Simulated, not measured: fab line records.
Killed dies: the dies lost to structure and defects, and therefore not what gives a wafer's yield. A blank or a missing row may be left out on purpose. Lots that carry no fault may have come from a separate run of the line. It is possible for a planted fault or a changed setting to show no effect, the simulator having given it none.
Struck lot and sound lot, side by side ; flow rit_cmos ; 12 steps out of a route of 202
Sound: wafers L131.3, L131.4, L131.6. Wafers L133.2, L133.4, L133.5 were the ones struck. At the end, the cause is stated.
Order at every step that has rows: each side's tool, ch and its chambers, its first start. Under that, the readings that differ: sound wafers ; struck wafers ; difference of the means ; sigmas: that difference in standard deviations of wafers without a fault.
alike: readings whose means differ by less than 2 such deviations, and words and numbers that are the same on both sides. not compared: withheld readings, readings that some wafer has no value for, bounds like >300 that may hide the same value, and numbers for which the record gives no deviation and whose values overlap.
Wherever a step has rows on one side only, a row that says differs or no value, or a row with sigmas, the two part there. When numbers do not overlap yet have no deviation, they are printed without sigmas and do not part them. A reading that every wafer of one side lacks parts them only if that side has two wafers or more.

RIT_ACTIVE_BOW_MEAS_00:
  sound on film_metro-01 at day 3 12:02; struck on film_metro-01 at day 3 22:01
  alike: INCOMING_BOW
then, 1 step without rows for these wafers: RIT_ACTIVE_OXIDATION_01 (target thk 46.8 nm, ox time 3360 s).
RIT_ACTIVE_THK_MEAS_02:
  sound on film_metro-03 at day 3 14:04; struck on film_metro-03 at day 4 00:04
reading;sound;struck;difference;sigmas
ACTIVE_OXIDE_THK (nm);48.1 47.9 47.9;45.5 44.7 44.8;-3.0;-2
then, 1 step without rows for these wafers: RIT_ACTIVE_CVD_03 (deposits Si3N4 from SiH2Cl2/NH3, target thk 150 nm, time 1500 s).
RIT_ACTIVE_THK_MEAS_04:
  sound on film_metro-01 at day 3 15:33; struck on film_metro-02 at day 4 01:32
  alike: ACTIVE_NITRIDE_THK
then, 5 steps without rows for these wafers: RIT_ACTIVE_HMDS_05 (prime time 60 s); RIT_ACTIVE_COAT_06 (resist thk 1000 nm); RIT_ACTIVE_SOFTBAKE_07 (time 60 s); RIT_ACTIVE_EXPOSE_08 (exposes mask M1, target cd 1400 nm); RIT_ACTIVE_PEB_09.
RIT_ACTIVE_DEVELOP_10: develop time 50 s.
  sound on litho_track-02 ch 0, day 3 16:00; struck on litho_track-04, day 4 02:00
  no value came back on the struck wafers for chill_plate_temp_C (C), develop_time_s (s); on the sound wafers chill_plate_temp_C (C) reads 23.03 22.94 23.11
RIT_ACTIVE_CD_MEAS_11 targets a cd of 1400 nm.
  sound on cd_sem-02 at day 3 16:29; struck on cd_sem-02 at day 4 02:28
reading;sound;struck;difference;sigmas
cd_nm (nm);1401.0 1403.3 1402.6;- - -;no value on the struck wafers;

## WHERE THEY PART
Last at RIT_ACTIVE_CD_MEAS_11 as far as this record goes, first at RIT_ACTIVE_THK_MEAS_02.

WHY: what the simulator had put in
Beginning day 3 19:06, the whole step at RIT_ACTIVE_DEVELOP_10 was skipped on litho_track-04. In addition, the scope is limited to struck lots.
